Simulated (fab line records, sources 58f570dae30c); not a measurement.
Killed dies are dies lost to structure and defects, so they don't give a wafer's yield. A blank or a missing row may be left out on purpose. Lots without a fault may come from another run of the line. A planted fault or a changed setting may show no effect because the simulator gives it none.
One fault seen from 2 desks | flow berkeley_cmos170 | each desk has only its own numbers; what lay behind them comes last

THE METROLOGY DESK
What the gauges read, lot by lot, whatever tool the lot ran on: means of the sampled wafers that have a number. A lot is out of limits, marked OUT, if its mean lies more than 4 standard deviations from the usual mean; the brackets give that distance.
Columns: A = cd_nm at UCB170_NSD_CD_MEAS_06, usual 1199.9 nm; B = NSD_RS at UCB170_SDANNEAL_RS_MEAS_03, usual 37.28 ohm/sq; C = NLDD_RS at UCB170_SDANNEAL_RS_MEAS_05, usual 617.0 ohm/sq
lot  | first seen here | A      | B               | C
L793 | day 7 02:55     | 1199.6 | 37.54           | 617.3
L792 | day 7 03:27     | 1198.1 | 37.29           | 617.0
L794 | day 7 03:47     | 1198.6 | 37.26           | 617.3
L796 | day 7 14:54     | 1202.1 | 37.25           | 615.9
L795 | day 7 15:08     | 1200.2 | 37.14           | 615.6
L797 | day 7 15:22     | 1198.7 | 37.41           | 617.2
L798 | day 8 05:50     | 1202.1 | 37.21           | 614.9
L799 | day 8 09:26     | 1201.3 | 37.34           | 617.2
L800 | day 9 00:47     | 1200.3 | 37.29           | 618.0
L806 | day 10 04:23    | 1199.4 | 35.91 (-14) OUT | 617.7
L809 | day 10 08:37    | 1201.3 | 35.98 (-13) OUT | 619.7
L813 | day 11 15:16    | 1202.4 | 37.26           | 616.8
L815 | day 11 23:58    | 1197.3 | 37.19           | 615.1
This desk's finding: out of limits on L806, L809; first on L806, day 10 06:39 (NSD_RS at UCB170_SDANNEAL_RS_MEAS_03). In limits: L793, L792, L794, L796, L795, L797, L798, L799, L800, L813, L815.

THE TOOL OWNER'S DESK: implanter-03
The tool's own readings at UCB170_NSD_IMPLANT_08: means of the sampled wafers that have a number, for each lot that ran on this tool. A lot is out of limits, marked OUT, if its mean lies more than 4 standard deviations from the usual mean; the brackets give that distance.
Columns: A = dose_ions_cm2 at UCB170_NSD_IMPLANT_08, usual 2.9994e+15; B = faraday_current_uA at UCB170_NSD_IMPLANT_08, usual 9260
lot  | first seen here | A                            | B
L794 | day 7 03:57     | 2.9998e+15                   | 9283
L797 | day 7 15:32     | 3.0003e+15                   | 9262
L798 | day 8 06:01     | 3.0007e+15                   | 9377
L806 | day 10 04:33    | 3.2602e+15 (+99 or more) OUT | 10112 (+4.7) OUT
L809 | day 10 08:46    | 3.2612e+15 (+99 or more) OUT | 10069 (+4.5) OUT
This desk's finding: out of limits on L806, L809; first on L806, day 10 04:33 (dose_ions_cm2 at UCB170_NSD_IMPLANT_08). In limits: L794, L797, L798.

PUT TOGETHER
The tool owner's desk could have raised an alarm at day 10 04:33, on L806, L809.
The metrology desk could have raised an alarm at day 10 06:39, on L806, L809.
Of the lots named, all ran UCB170_NSD_IMPLANT_08 on implanter-03.

WHAT THE SIMULATOR HAD PUT IN
Process parameter drift: implanter-03, from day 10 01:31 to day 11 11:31, at UCB170_NSD_IMPLANT_08. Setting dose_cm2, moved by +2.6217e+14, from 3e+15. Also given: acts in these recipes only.
Lots struck among those shown: L806, L809.
Hours from the fault's start to each desk's first reading out of limits: the tool owner's desk, 3; the metrology desk, 5.
